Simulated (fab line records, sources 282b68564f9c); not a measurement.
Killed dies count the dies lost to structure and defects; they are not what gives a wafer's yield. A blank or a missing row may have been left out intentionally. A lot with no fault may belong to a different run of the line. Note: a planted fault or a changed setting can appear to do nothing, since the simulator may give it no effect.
Comparing a struck lot with a sound one + flow ritCmos + 19 out of 202 route steps
Sound: these wafers, L550.1, L550.5, L550.6. Wafers struck: L554.1, L554.2, L554.4. The cause is given at the end.
Order at every step that has rows: each side's tool, ch and its chambers, its first start. Under that, the readings that differ: sound wafers + struck wafers + difference of the means + sigmas: that difference in standard deviations of wafers without a fault.
alike: readings whose means differ by less than 2 such deviations, and words and numbers that are the same on both sides. not compared: withheld readings, readings that some wafer has no value for, bounds like >300 that may hide the same value, and numbers for which the record gives no deviation and whose values overlap.
Wherever a step has rows on one side only, a row that says differs or no value, or a row with sigmas, the two part there. Numbers that don't overlap but have no deviation are shown without sigmas and don't part them. A reading that every wafer of one side lacks parts them only if that side has two wafers or more.

first, 6 steps without rows for these wafers: RIT_NWELL_HMDS_00 (prime time 60 s); RIT_NWELL_COAT_01 (resist thk 1300 nm); RIT_NWELL_SOFTBAKE_02 (time 60 s); RIT_NWELL_EXPOSE_03 (exposes mask M2, target cd 43900 nm); RIT_NWELL_PEB_04; RIT_NWELL_DEVELOP_05 (develop time 68 s).
RIT_NWELL_OVL_MEAS_06:
  sound: overlay-02 at day 2 08:38; struck: overlay-01 at day 3 02:08
  alike: NWELL_OVL
then, 2 steps without rows for these wafers: RIT_NWELL_HARDBAKE_07 (time 120 s); RIT_NWELL_IMPLANT_08.
RIT_NWELL_STRIP_09: strips in O2, time 180 s.
  sound on plasmaAsher-03 ch 0,1, day 2 09:05; struck on plasmaAsher-02 ch 0,1, day 3 02:34
  alike: drypumpMotorCurrentA
  not compared: rfHoursCounterH
RIT_NWELL_TW_MEAS_10:
  sound: filmMetro-01 at day 2 09:15; struck: filmMetro-01 at day 3 02:44
  alike: NWELL_TW
then, 1 step without rows for these wafers: RIT_PWELL_HMDS_00 (prime time 60 s).
RIT_PWELL_COAT_01: resist thk 1300 nm.
  struck on lithoTrack-03, day 3 03:06; sound on lithoTrack-03 ch 0, day 2 09:28
  no value came back on the struck wafers for chillPlateTempC (C), dispensePressureKPa (kPa); on the sound wafers chillPlateTempC (C) reads 22.88 23.01 23.16
then, 4 steps without rows for these wafers: RIT_PWELL_SOFTBAKE_02 (time 60 s); RIT_PWELL_EXPOSE_03 (exposes mask M3, target cd 43700 nm); RIT_PWELL_PEB_04; RIT_PWELL_DEVELOP_05 (develop time 68 s).
RIT_PWELL_OVL_MEAS_06:
  sound: overlay-02 at day 2 10:20; struck: overlay-02 at day 3 03:57
| reading        | sound       | struck | difference                    | sigmas |
|----------------|-------------|--------|-------------------------------|--------|
| PWELL_OVL (nm) | 1.1 1.3 1.4 | - - -  | no value on the struck wafers |        |
then, 1 step without rows for these wafers: RIT_PWELL_HARDBAKE_07 (time 120 s).

## WHERE THEY PART
At RIT_PWELL_COAT_01 first; at RIT_PWELL_OVL_MEAS_06 last (within this record only).

WHY: what had been put in by the simulator
Skipped step whole: lithoTrack-03, from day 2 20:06 on, at RIT_PWELL_COAT_01. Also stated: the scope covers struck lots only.
